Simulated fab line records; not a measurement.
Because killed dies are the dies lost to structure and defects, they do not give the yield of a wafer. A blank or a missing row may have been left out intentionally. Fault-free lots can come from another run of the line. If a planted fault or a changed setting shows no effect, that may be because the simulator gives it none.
Commonality check across tools + flow berkeley_cmos170 + Sampled: 15 lots, 45 wafers

THE REASON FOR OPENING IT
3 of 15 lots carry a flag on the reading SPACER_TEOS_THK at UCB170_SPACER_THK_MEAS_01. Wafers without a fault read 375 nm, standard deviation 4.7.
Rule: a lot gets a flag if all its wafers with a number sit over 4 standard deviations from that mean, or if no wafer of it has a number. The rest of the lots are taken to be sound.

| lot  | measured     | on            | SPACER_TEOS_THK (nm), wafer by wafer | flag    |
|------|--------------|---------------|--------------------------------------|---------|
| L458 | day 7 05:51  | film_metro-04 | 373 389 385                          |         |
| L459 | day 7 06:34  | film_metro-04 | 375 380 386                          |         |
| L462 | day 7 14:56  | film_metro-04 | 372 377 382                          |         |
| L460 | day 7 15:48  | film_metro-04 | 376 372 380                          |         |
| L461 | day 7 16:07  | film_metro-02 | 374 381 382                          |         |
| L463 | day 8 13:10  | film_metro-04 | 740 751 746                          | FLAGGED |
| L464 | day 8 13:28  | film_metro-04 | 374 377 382                          |         |
| L466 | day 8 23:31  | film_metro-04 | 736 755 744                          | FLAGGED |
| L468 | day 9 23:43  | film_metro-04 | 742 747 755                          | FLAGGED |
| L473 | day 10 08:34 | film_metro-02 | 375 381 382                          |         |
| L472 | day 10 08:46 | film_metro-04 | 369 374 373                          |         |
| L478 | day 11 14:41 | film_metro-04 | 365 366 378                          |         |
| L479 | day 11 14:59 | film_metro-02 | 373 378 379                          |         |
| L476 | day 11 15:20 | film_metro-03 | 372 374 375                          |         |
| L480 | day 12 08:17 | film_metro-04 | 371 373 374                          |         |
Average over the flagged lots: 746 nm; offset from the usual +371 nm, equal to +79 standard deviations.

LOT BY LOT: THE TOOL USED
The record holds 1 process step before the reading, out of a route of 331 steps. Read each cell as the tool, then ch plus the chambers that the sampled wafers visited, then the start.
| lot  | flag    | UCB170_SPACER_CVD_00            |
|------|---------|---------------------------------|
| L458 |         | pecvd-02 ch 0,1, day 7 05:47    |
| L459 |         | pecvd-02 ch 1,2, day 7 06:31    |
| L462 |         | pecvd-02 ch 0,1, day 7 14:54    |
| L460 |         | pecvd-03 ch 0,2, day 7 15:46    |
| L461 |         | pecvd-01 ch 1,2, day 7 16:04    |
| L463 | FLAGGED | pecvd-03 ch 1,2, day 8 12:53    |
| L464 |         | pecvd-02 ch 1,2, day 8 13:25    |
| L466 | FLAGGED | pecvd-03 ch 1,2, day 8 23:14    |
| L468 | FLAGGED | pecvd-03 ch 1,2, day 9 23:20    |
| L473 |         | pecvd-01 ch 0,1,2, day 10 08:31 |
| L472 |         | pecvd-03 ch 1,2, day 10 08:43   |
| L478 |         | pecvd-02 ch 0,1,2, day 11 14:38 |
| L479 |         | pecvd-03 ch 0,1, day 11 14:55   |
| L476 |         | pecvd-02 ch 0,1,2, day 11 15:18 |
| L480 |         | pecvd-01 ch 0,1,2, day 12 08:14 |
What is done by these steps:
- UCB170_SPACER_CVD_00: deposits SiO2 from TEOS/O2, target thk 376 nm, time 47 s.
- UCB170_SPACER_THK_MEAS_01

FLAGGED AGAINST TOTAL, ONE TOOL AT A TIME (gauges that did the reading follow at the end)
| step                      | tool          | lots run | flagged | share of the flagged lots | sound lots run after its first flagged lot |
|---------------------------|---------------|----------|---------|---------------------------|--------------------------------------------|
| UCB170_SPACER_CVD_00      | pecvd-01      | 3        | 0       | none                      | -                                          |
| UCB170_SPACER_CVD_00      | pecvd-02      | 6        | 0       | none                      | -                                          |
| UCB170_SPACER_CVD_00      | pecvd-03      | 6        | 3       | all                       | 2 (L472,L479)                              |
| UCB170_SPACER_THK_MEAS_01 | film_metro-02 | 3        | 0       | none                      | -                                          |
| UCB170_SPACER_THK_MEAS_01 | film_metro-03 | 1        | 0       | none                      | -                                          |
| UCB170_SPACER_THK_MEAS_01 | film_metro-04 | 11       | 3       | all                       | 4 (L464,L472,L478,L480)                    |

WHAT THE TABLE ALLOWS
Table rows that saw every flagged lot: 2, namely pecvd-03 at UCB170_SPACER_CVD_00 and film_metro-04 at UCB170_SPACER_THK_MEAS_01.
- pecvd-03 at UCB170_SPACER_CVD_00: 3 of its 6 lots flagged. Lots that were sound ran on it after the first flagged one (L472, L479); a persistent fault on the entire tool would not allow that.
- film_metro-04 at UCB170_SPACER_THK_MEAS_01: 3 of its 11 lots flagged. Lots that were sound ran on it after the first flagged one (L464, L472, L478, L480); a persistent fault on the entire tool would not allow that.
None of the table's rows ran every flagged lot and, after the first, no sound lot.

WHAT HAD BEEN PUT IN BY THE SIMULATOR
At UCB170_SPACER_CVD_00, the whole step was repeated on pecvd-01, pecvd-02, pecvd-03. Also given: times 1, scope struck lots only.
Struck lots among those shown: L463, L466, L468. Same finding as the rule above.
